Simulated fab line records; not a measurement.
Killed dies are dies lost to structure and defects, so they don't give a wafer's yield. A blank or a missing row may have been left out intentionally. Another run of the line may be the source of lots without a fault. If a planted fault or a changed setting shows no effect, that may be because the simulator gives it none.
Which tool is to blame?    flow ritCmos    7 lots, 21 wafers sampled, at 3 steps of a route of 202

== WHAT THE GAUGES READ, wafer by wafer ==
RIT_CONTACT_CD_MEAS_90: the cd target is 1000 nm.
lot   measured      on        cdNm (nm)
L303  day 3 09:22   cdSem-01  998.9 998.8 998.2
L305  day 4 04:47   cdSem-01  996.7 995.7 1000.5
L307  day 4 13:10   cdSem-01  999.8 998.9 1000.3
L311  day 5 17:38   cdSem-01  1002.6 1001.1 1005.0
L319  day 7 00:14   cdSem-01  996.8 996.3 997.7
L322  day 7 14:41   cdSem-01  1005.0 1003.7 1004.2
L324  day 19 13:14  cdSem-02  1000.2 1003.2 999.7

== WHICH TOOL RAN EACH LOT (tool, then ch and the chambers of the sampled wafers, then the start) ==
lot   RIT_SDANNEAL_RTA_03              RIT_SILICIDE_RTA_06
L303  rtpAnneal-02 ch 0, day 3 06:25   rtpAnneal-02 ch 0, day 3 07:25
L305  rtpAnneal-02 ch 0, day 4 01:48   rtpAnneal-02 ch 0, day 4 02:47
L307  rtpAnneal-02 ch 0, day 4 10:10   rtpAnneal-02 ch 0, day 4 11:09
L311  rtpAnneal-02 ch 0, day 5 14:41   rtpAnneal-01 ch 0, day 5 15:41
L319  rtpAnneal-02 ch 0, day 6 21:17   rtpAnneal-02 ch 0, day 6 22:17
L322  rtpAnneal-01 ch 0, day 7 11:37   rtpAnneal-01 ch 0, day 7 12:40
L324  rtpAnneal-01 ch 0, day 19 09:56  rtpAnneal-01 ch 0, day 19 10:56
- RIT_SDANNEAL_RTA_03: time 5 s.
- RIT_SILICIDE_RTA_06: time 10 s, ramp up 5 s, ramp down 10 s.

== THE ANSWER, worked out from the rows above alone ==
Rule: the usual values come from the lots themselves. The widest of any qualifying gaps counts: lots, ordered by their means at a reading, are off when they make up no more than a third of the lots, leave a main group of 4 or more, and stand apart from it by 3 or more times the standard deviation of that group's means. A main group is skipped when, at the precision printed for the reading in the tables above, its means are all equal. A lot without any number at a reading at which 4 lots or more have one is off too. The other lots that the step has rows for count as sound.
No lot is off at any reading shown: from this, nothing can be told.

== WHAT WAS PUT IN BY THE SIMULATOR ==
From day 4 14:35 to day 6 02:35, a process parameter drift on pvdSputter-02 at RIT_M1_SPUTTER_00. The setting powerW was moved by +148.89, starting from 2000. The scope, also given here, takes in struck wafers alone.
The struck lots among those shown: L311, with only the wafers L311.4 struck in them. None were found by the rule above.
